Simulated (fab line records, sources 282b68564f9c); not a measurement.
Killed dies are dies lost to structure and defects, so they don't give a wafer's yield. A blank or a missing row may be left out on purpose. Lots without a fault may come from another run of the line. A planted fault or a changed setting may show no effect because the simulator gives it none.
Which tool did it? | flow rit_cmos | 13 lots, 39 wafers sampled, at 5 steps of a route of 202

WHAT THE GAUGES READ, wafer by wafer
The record holds no reading of a measuring or inspecting step that can be judged against a usual standard deviation.

WHICH TOOL RAN EACH LOT (tool, then ch and the chambers of the sampled wafers, then the start)
lot  | RIT_SDANNEAL_RTA_03             | RIT_CONTACT_ETCH_11               | RIT_M1_STRIP_14                     | RIT_M1_ANNEAL_15             | RIT_M1_PROBE_99
L390 | rtp_anneal-01 ch 0, day 3 08:16 | rie_diel-01 ch 0,2,3, day 3 10:50 | plasma_asher-02 ch 0,1, day 3 13:47 | furnace-02 ch 0, day 3 14:05 | prober-01, day 3 15:42
L391 | rtp_anneal-02 ch 0, day 3 09:35 | rie_diel-02 ch 1,2,3, day 3 12:08 | plasma_asher-04 ch 0, day 3 15:05   | furnace-02 ch 0, day 3 15:35 | prober-02, day 3 17:15
L392 | rtp_anneal-01 ch 0, day 3 16:13 | rie_diel-01 ch 0,3, day 3 18:46   | plasma_asher-01 ch 0,1, day 3 21:45 | furnace-02 ch 0, day 3 21:59 | prober-01, day 3 23:46
L393 | rtp_anneal-02 ch 0, day 3 18:47 | rie_diel-02 ch 0,2, day 3 21:14   | plasma_asher-02 ch 0, day 4 00:17   | furnace-02 ch 0, day 4 00:35 | prober-02, day 4 02:12
L394 | rtp_anneal-01 ch 0, day 4 01:41 | rie_diel-03 ch 0,3, day 4 04:08   | plasma_asher-01 ch 0,1, day 4 07:20 | furnace-02 ch 0, day 4 07:38 | prober-01, day 4 09:15
L395 | rtp_anneal-02 ch 0, day 4 07:20 | rie_diel-01 ch 0,2,3, day 4 09:45 | plasma_asher-04 ch 0,1, day 4 12:46 | furnace-02 ch 0, day 4 13:00 | prober-02, day 4 14:46
L396 | rtp_anneal-01 ch 0, day 4 14:07 | rie_diel-01 ch 1,3, day 4 16:41   | plasma_asher-01 ch 0,1, day 4 19:46 | furnace-02 ch 0, day 5 03:09 | prober-01, day 5 04:46
L397 | rtp_anneal-02 ch 0, day 4 19:37 | rie_diel-03 ch 1,2,3, day 4 22:10 | plasma_asher-01 ch 0,1, day 5 01:14 | furnace-02 ch 0, day 5 03:09 | prober-02, day 5 04:46
L409 | rtp_anneal-02 ch 0, day 7 03:27 | rie_diel-01 ch 1,3, day 7 06:38   | plasma_asher-04 ch 0,1, day 7 09:41 | furnace-02 ch 0, day 7 09:59 | prober-01, day 7 11:37
L410 | rtp_anneal-01 ch 0, day 7 11:41 | rie_diel-01 ch 0,1,2, day 7 14:06 | plasma_asher-02 ch 0,1, day 7 17:08 | furnace-02 ch 0, day 7 17:23 | prober-02, day 7 19:06
L411 | rtp_anneal-02 ch 0, day 7 15:34 | rie_diel-01 ch 0,2, day 7 18:01   | plasma_asher-01 ch 0,1, day 7 21:36 | furnace-02 ch 0, day 7 21:54 | prober-02, day 7 23:31
L412 | rtp_anneal-01 ch 0, day 8 07:07 | rie_diel-03 ch 0,1,3, day 8 09:51 | plasma_asher-02 ch 0,1, day 8 12:59 | furnace-02 ch 0, day 8 13:17 | prober-01, day 8 14:54
L413 | rtp_anneal-02 ch 0, day 8 11:50 | rie_diel-03 ch 0,1,3, day 8 14:17 | plasma_asher-02 ch 0,1, day 8 17:29 | furnace-02 ch 0, day 8 17:47 | prober-02, day 8 19:24
- RIT_SDANNEAL_RTA_03: time 5 s.
- RIT_CONTACT_ETCH_11: etches SiO2 in CHF3/CF4/Ar, stops on TiSi2, target depth 480 nm, time 320 s.
- RIT_M1_STRIP_14: strips in O2, time 180 s.
- RIT_M1_ANNEAL_15: time 1800 s.
- RIT_M1_PROBE_99

WHAT THE TOOLS THEMSELVES READ (means of the sampled wafers that have a number; where no wafer has one, the mark that the record gives instead)
RIT_SDANNEAL_RTA_03. Usual: anneal_temp_c_max 1055.3, standard deviation 1.1; wafer_temp_C_max 1053.5, standard deviation 1.1.
lot  | tool          | anneal_temp_c_max | wafer_temp_C_max | flag
L390 | rtp_anneal-01 | 1056.6            | 1052.8           |
L391 | rtp_anneal-02 | 1054.9            | 1054.6           |
L392 | rtp_anneal-01 | 1055.0            | 1053.7           |
L393 | rtp_anneal-02 | 1055.6            | 1053.6           |
L394 | rtp_anneal-01 | 1053.7            | 1053.8           |
L395 | rtp_anneal-02 | 1057.2            | 1054.5           |
L396 | rtp_anneal-01 | 1054.3            | 1052.6           |
L397 | rtp_anneal-02 | 1055.8            | 1053.2           |
L409 | rtp_anneal-02 | 1055.9            | 1054.0           |
L410 | rtp_anneal-01 | 1055.7            | 1052.0           |
L411 | rtp_anneal-02 | 1056.3            | 1052.8           |
L412 | rtp_anneal-01 | 1056.1            | 1052.7           |
L413 | rtp_anneal-02 | 1054.7            | 1053.0           |

RIT_CONTACT_ETCH_11. Usual: chamber_pressure_mTorr 99.99 mTorr, standard deviation 0.075; drypump_motor_current_A 5.9 A, standard deviation 0.63; oes_product_au 0.992 a.u., standard deviation 0.015; throttle_valve_pct 8.76 %, standard deviation 0.097.
lot  | tool        | chamber_pressure_mTorr (mTorr) | drypump_motor_current_A (A) | oes_product_au (a.u.) | throttle_valve_pct (%) | flag
L390 | rie_diel-01 | 99.95                          | 5.7                         | 0.981                 | 8.73                   |
L391 | rie_diel-02 | 100.01                         | 6.1                         | 1.000                 | 8.71                   |
L392 | rie_diel-01 | 99.96                          | 6.2                         | 0.977                 | 8.68                   |
L393 | rie_diel-02 | 99.96                          | 6.5                         | 1.006                 | 8.72                   |
L394 | rie_diel-03 | 100.03                         | 5.9                         | 0.985                 | 8.74                   |
L395 | rie_diel-01 | 99.96                          | 5.7                         | 0.976                 | 8.73                   |
L396 | rie_diel-01 | 100.02                         | 6.3                         | 0.997                 | 8.82                   |
L397 | rie_diel-03 | 99.99                          | 5.9                         | 0.992                 | 8.75                   |
L409 | rie_diel-01 | 100.08                         | 6.1                         | 0.995                 | 8.79                   |
L410 | rie_diel-01 | 100.02                         | 5.5                         | 0.988                 | 8.69                   |
L411 | rie_diel-01 | 100.01                         | 5.1                         | 0.979                 | 8.67                   |
L412 | rie_diel-03 | 99.98                          | 5.9                         | 0.988                 | 8.80                   |
L413 | rie_diel-03 | 100.05                         | 5.9                         | 0.992                 | 8.81                   |

RIT_M1_STRIP_14. Usual: chamber_pressure_mTorr 4000 mTorr, standard deviation 3.6; drypump_motor_current_A 5.7 A, standard deviation 0.52.
lot  | tool            | chamber_pressure_mTorr (mTorr) | drypump_motor_current_A (A) | flag
L390 | plasma_asher-02 | 4002                           | 5.6                         |
L391 | plasma_asher-04 | 3999                           | 5.7                         |
L392 | plasma_asher-01 | 4003                           | 5.9                         |
L393 | plasma_asher-02 | 4000                           | 6.5                         |
L394 | plasma_asher-01 | 4002                           | 5.8                         |
L395 | plasma_asher-04 | 4000                           | 5.6                         |
L396 | plasma_asher-01 | 4000                           | 5.8                         |
L397 | plasma_asher-01 | 3999                           | 6.0                         |
L409 | plasma_asher-04 | 3998                           | 5.5                         |
L410 | plasma_asher-02 | 3998                           | 5.6                         |
L411 | plasma_asher-01 | 3999                           | 5.8                         |
L412 | plasma_asher-02 | 4001                           | 5.6                         |
L413 | plasma_asher-02 | 4000                           | 6.0                         |

RIT_M1_ANNEAL_15. Usual: spike_tc_centre_C 452.5 C, standard deviation 0.89; spike_tc_load_C 472.7 C, standard deviation 1.1; spike_tc_source_C 469.8 C, standard deviation 1; tube_center_temp_C 450 C, standard deviation 0.043; tube_center_temp_C_max 451.16, standard deviation 0.2; zone_power_centre_pct 19.44 %, standard deviation 0.19; zone_power_load_pct 6.48 %, standard deviation 0.06; zone_power_source_pct 6.59 %, standard deviation 0.064.
lot  | tool       | spike_tc_centre_C (C) | spike_tc_load_C (C) | spike_tc_source_C (C) | tube_center_temp_C (C) | tube_center_temp_C_max | zone_power_centre_pct (%) | zone_power_load_pct (%) | zone_power_source_pct (%) | flag
L390 | furnace-02 | 452.1                 | 472.4               | 469.3                 | 450                    | 451.05                 | 19.22                     | 6.52                    | 6.64                      |
L391 | furnace-02 | 452.9                 | 472.9               | 469.8                 | 450                    | 451.32                 | 19.31                     | 6.48                    | 6.58                      |
L392 | furnace-02 | 452.6                 | 472.0               | 469.2                 | 450                    | 451.26                 | 19.33                     | 6.47                    | 6.62                      |
L393 | furnace-02 | 452.0                 | 473.1               | 469.9                 | 450                    | 451.20                 | 19.49                     | 6.45                    | 6.59                      |
L394 | furnace-02 | 452.4                 | 472.0               | 469.9                 | 450                    | 451.06                 | 19.66                     | 6.49                    | 6.57                      |
L395 | furnace-02 | 522.8                 | 543.7               | 540.9                 | 520                    | 521.12                 | 22.74                     | 8.26                    | 8.42                      | OFF
L396 | furnace-02 | 522.8                 | 543.5               | 540.7                 | 520                    | 521.19                 | 22.75                     | 8.31                    | 8.39                      | OFF
L397 | furnace-02 | 522.2                 | 544.2               | 541.0                 | 520                    | 520.97                 | 22.73                     | 8.28                    | 8.38                      | OFF
L409 | furnace-02 | 452.6                 | 473.4               | 469.0                 | 450                    | 451.17                 | 19.28                     | 6.47                    | 6.60                      |
L410 | furnace-02 | 452.9                 | 472.2               | 469.8                 | 450                    | 451.12                 | 19.49                     | 6.47                    | 6.60                      |
L411 | furnace-02 | 451.6                 | 472.1               | 470.9                 | 450                    | 451.13                 | 19.54                     | 6.44                    | 6.60                      |
L412 | furnace-02 | 451.3                 | 472.7               | 470.7                 | 450                    | 451.01                 | 19.40                     | 6.48                    | 6.64                      |
L413 | furnace-02 | 452.3                 | 473.4               | 470.6                 | 450                    | 451.05                 | 19.40                     | 6.52                    | 6.54                      |

RIT_M1_PROBE_99. Usual: defect_limited_yield 97.5 %, standard deviation 1.1; killed_at_front_end 7, standard deviation 3; killed_dies 7, standard deviation 3; killed_on_rim 1.8, standard deviation 1.5; killed_open 3.3, standard deviation 1.8; killed_short 3.3, standard deviation 2.2.
lot  | tool      | defect_limited_yield (%) | killed_at_front_end | killed_dies | killed_on_rim | killed_open | killed_short | flag
L390 | prober-01 | 98.6                     | 4                   | 4           | 1.3           | 2.0         | 1.7          |
L391 | prober-02 | 98.4                     | 4                   | 4           | 1.7           | 3.0         | 1.3          |
L392 | prober-01 | 97.7                     | 6                   | 6           | 1.7           | 4.0         | 2.0          |
L393 | prober-02 | 97.8                     | 6                   | 6           | 2.0           | 2.3         | 3.3          |
L394 | prober-01 | 98.4                     | 4                   | 4           | 0.3           | 1.3         | 3.0          |
L395 | prober-02 | 97.5                     | 7                   | 7           | 2.3           | 3.7         | 3.0          |
L396 | prober-01 | 98.1                     | 5                   | 5           | 0.3           | 2.3         | 2.7          |
L397 | prober-02 | 97.7                     | 6                   | 6           | 1.7           | 3.7         | 2.3          |
L409 | prober-01 | 97.7                     | 6                   | 6           | 0.7           | 2.3         | 3.7          |
L410 | prober-02 | 96.6                     | 9                   | 9           | 2.3           | 4.0         | 5.0          |
L411 | prober-02 | 96.6                     | 9                   | 9           | 2.0           | 4.0         | 5.0          |
L412 | prober-01 | 96.7                     | 9                   | 9           | 1.7           | 4.7         | 4.0          |
L413 | prober-02 | 97.4                     | 7                   | 7           | 2.0           | 3.7         | 3.3          |

THE ANSWER, worked out from the rows above alone
Rule: a lot is off if the mean of its wafers that have a number lies more than 3 standard deviations from the usual mean. A lot without any number at a reading at which 4 lots or more have one is off too. The other lots that the step has rows for count as sound. The gauges are gone through in route order, then the tools' own readings, and for those a lot's mean is taken as printed above. The first step at which some lot is off is used, and at that step the reading that is off furthest; a lot without a number counts as furthest.
Off: L395, L396, L397, at RIT_M1_ANNEAL_15 (tube_center_temp_C).
A tool fits if, at that step or a process step before it, it ran every lot that is off, and no sound lot after the first of them. None of those tried fits.

WHAT THE SIMULATOR HAD PUT IN
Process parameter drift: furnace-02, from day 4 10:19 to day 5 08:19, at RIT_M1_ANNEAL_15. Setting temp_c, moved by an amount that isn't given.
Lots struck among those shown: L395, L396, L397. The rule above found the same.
